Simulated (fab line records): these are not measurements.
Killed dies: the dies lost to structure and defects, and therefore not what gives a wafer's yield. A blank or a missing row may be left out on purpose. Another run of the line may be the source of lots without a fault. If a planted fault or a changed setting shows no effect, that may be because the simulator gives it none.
The tool behind it: which one? | flow berkeley cmos170 | 42 wafers from 14 lots sampled at 4 of the route's 331 steps

## WHAT EACH GAUGE READ, for each wafer
UCB170_FIELD_THK_MEAS_90. Usual: FIELD_OXIDE_LEFT_1_THK gives 441 nm (standard deviation 12).
lot  | measured    | on            | FIELD_OXIDE_LEFT_1_THK (nm) | flag
L449 | day 4 22:18 | film metro-03 | 461 458 459                 |
L450 | day 4 22:18 | film metro-02 | 453 457 458                 |
L451 | day 4 22:18 | film metro-04 | 459 447 449                 |
L453 | day 5 09:53 | film metro-02 | 424 442 432                 |
L457 | day 6 16:20 | film metro-03 | 436 438 429                 |
L459 | day 6 18:43 | film metro-03 | 425 428 429                 |
L460 | day 7 09:38 | film metro-04 | 448 439 442                 |
L461 | day 7 09:38 | film metro-02 | 459 462 465                 |
L462 | day 7 14:50 | film metro-03 | 455 457 460                 |
L464 | day 7 17:44 | film metro-04 | 435 446 445                 |
L469 | day 9 02:22 | film metro-03 | 448 444 451                 |
L470 | day 9 11:01 | film metro-04 | 432 436 428                 |
L471 | day 9 11:01 | film metro-03 | 430 430 421                 |
L472 | day 9 18:01 | film metro-04 | 433 425 428                 |

UCB170_V1_THK_MEAS_04. Usual: V1_POLISHED_THK gives 1000.2 nm (standard deviation 1.2).
lot  | measured     | on            | V1_POLISHED_THK (nm) | flag
L449 | day 7 04:11  | film metro-01 | 997.6 1000.6 1000.0  |
L450 | day 7 04:29  | film metro-02 | 997.6 999.1 998.2    |
L451 | day 7 04:11  | film metro-02 | 999.0 998.7 999.2    |
L453 | day 7 20:27  | film metro-03 | 999.9 999.6 1001.2   |
L457 | day 9 08:58  | film metro-01 | 1001.1 1001.1 1001.3 |
L459 | day 9 08:41  | film metro-03 | 1001.4 998.9 999.3   |
L460 | day 9 17:54  | film metro-02 | 1000.5 1001.7 1000.2 |
L461 | day 9 17:49  | film metro-01 | 1001.6 1000.1 1000.4 |
L462 | day 10 09:21 | film metro-02 | 999.8 998.7 1000.8   |
L464 | day 10 01:49 | film metro-01 | 1000.1 999.6 999.6   |
L469 | day 11 14:46 | film metro-02 | 1001.5 1001.2 999.2  |
L470 | day 12 01:13 | film metro-02 | 1000.5 1000.2 999.4  |
L471 | day 12 01:13 | film metro-03 | 999.1 998.9 1000.3   |
L472 | day 12 14:08 | film metro-02 | 1001.0 1002.1 998.7  |

UCB170_M2_CD_MEAS_15: target cd 700 nm. Usual: cd nm at 699.5 nm, with a standard deviation of 1.6.
lot  | measured     | on        | cd nm (nm)        | flag
L449 | day 7 08:18  | cd sem-01 | 697.2 699.1 698.6 |
L450 | day 7 08:50  | cd sem-01 | 700.8 701.5 702.6 |
L451 | day 7 08:29  | cd sem-02 | 696.4 696.6 698.0 |
L453 | day 7 23:59  | cd sem-02 | 700.9 700.4 700.0 |
L457 | day 9 15:29  | cd sem-01 | 699.3 699.3 698.3 |
L459 | day 9 17:20  | cd sem-02 | 701.3 700.1 701.9 |
L460 | day 9 22:51  | cd sem-01 | 700.0 700.8 701.6 |
L461 | day 9 23:08  | cd sem-02 | 700.1 699.9 699.7 |
L462 | day 10 13:29 | cd sem-02 | 699.1 699.8 699.6 |
L464 | day 10 05:21 | cd sem-02 | 699.9 700.7 700.5 |
L469 | day 11 18:21 | cd sem-02 | 699.9 699.3 699.3 |
L470 | day 12 08:24 | cd sem-02 | 698.1 698.2 698.5 |
L471 | day 12 08:31 | cd sem-02 | 698.2 699.1 699.1 |
L472 | day 12 18:04 | cd sem-01 | 696.6 698.9 696.7 |

## WHICH TOOL RAN EACH LOT (tool, then ch and the chambers of the sampled wafers, then the start)
lot  | UCB170_PWELL_CLEAN_00
L449 | wet bench-03 ch 3, day 2 10:45
L450 | wet bench-02 ch 0, day 2 14:53
L451 | wet bench-02 ch 2, day 2 14:53
L453 | wet bench-02 ch 3, day 3 04:28
L457 | wet bench-03 ch 1, day 4 07:56
L459 | wet bench-04 ch 1, day 4 12:50
L460 | wet bench-04 ch 2, day 4 23:08
L461 | wet bench-04 ch 2, day 4 23:08
L462 | wet bench-03 ch 3, day 5 06:32
L464 | wet bench-04 ch 2, day 5 12:15
L469 | wet bench-03 ch 0, day 6 15:19
L470 | wet bench-04 ch 1, day 6 21:26
L471 | wet bench-02 ch 0, day 7 04:00
L472 | wet bench-02 ch 1, day 7 09:38
- UCB170_PWELL_CLEAN_00: cleans in SPM, time 600 s.

## WHAT THE TOOLS THEMSELVES READ (means of the sampled wafers that have a number; where no wafer has one, the mark that the record gives instead)
UCB170_PWELL_CLEAN_00. Usual: bath guard temp C 119.9 C, standard deviation 0.45; bath heat duty pct 13.1 %, standard deviation 1.3.
lot  | tool         | bath guard temp C (C) | bath heat duty pct (%) | flag
L449 | wet bench-03 | 119.6                 | 12.5                   |
L450 | wet bench-02 | 120.6                 | 12.3                   |
L451 | wet bench-02 | 119.7                 | 11.7                   |
L453 | wet bench-02 | 120.2                 | 14.9                   |
L457 | wet bench-03 | 119.8                 | 11.5                   |
L459 | wet bench-04 | 119.9                 | 12.6                   |
L460 | wet bench-04 | 119.5                 | 14.1                   |
L461 | wet bench-04 | 119.7                 | 13.1                   |
L462 | wet bench-03 | 119.7                 | 12.8                   |
L464 | wet bench-04 | 119.8                 | 13.4                   |
L469 | wet bench-03 | -                     | -                      | OFF
L470 | wet bench-04 | -                     | -                      | OFF
L471 | wet bench-02 | 120.6                 | 12.0                   |
L472 | wet bench-02 | 120.2                 | 13.0                   |

## THE ANSWER, worked out from the rows above alone
Rule: take the mean of a lot's wafers that have a number; if it is more than 3 standard deviations from the usual mean, the lot is off. Also off: a lot with no number at a reading for which 4 or more lots have one. Any other lot the step has rows for is counted as sound. After the gauges, taken in route order, come the tools' own readings; for these a lot's mean is taken, as printed above. The first step at which some lot is off is used, and at that step the reading that is off furthest; a lot without a number counts as furthest.
Off, at UCB170_PWELL_CLEAN_00 on bath guard temp C: L469, L470. Without a number there: L469, L470.
If a tool, at that step or one of the process steps before it, ran each lot that is off and ran no sound lot following the first of them, it fits. None of those tried fits.

## WHAT THE SIMULATOR HAD INSERTED
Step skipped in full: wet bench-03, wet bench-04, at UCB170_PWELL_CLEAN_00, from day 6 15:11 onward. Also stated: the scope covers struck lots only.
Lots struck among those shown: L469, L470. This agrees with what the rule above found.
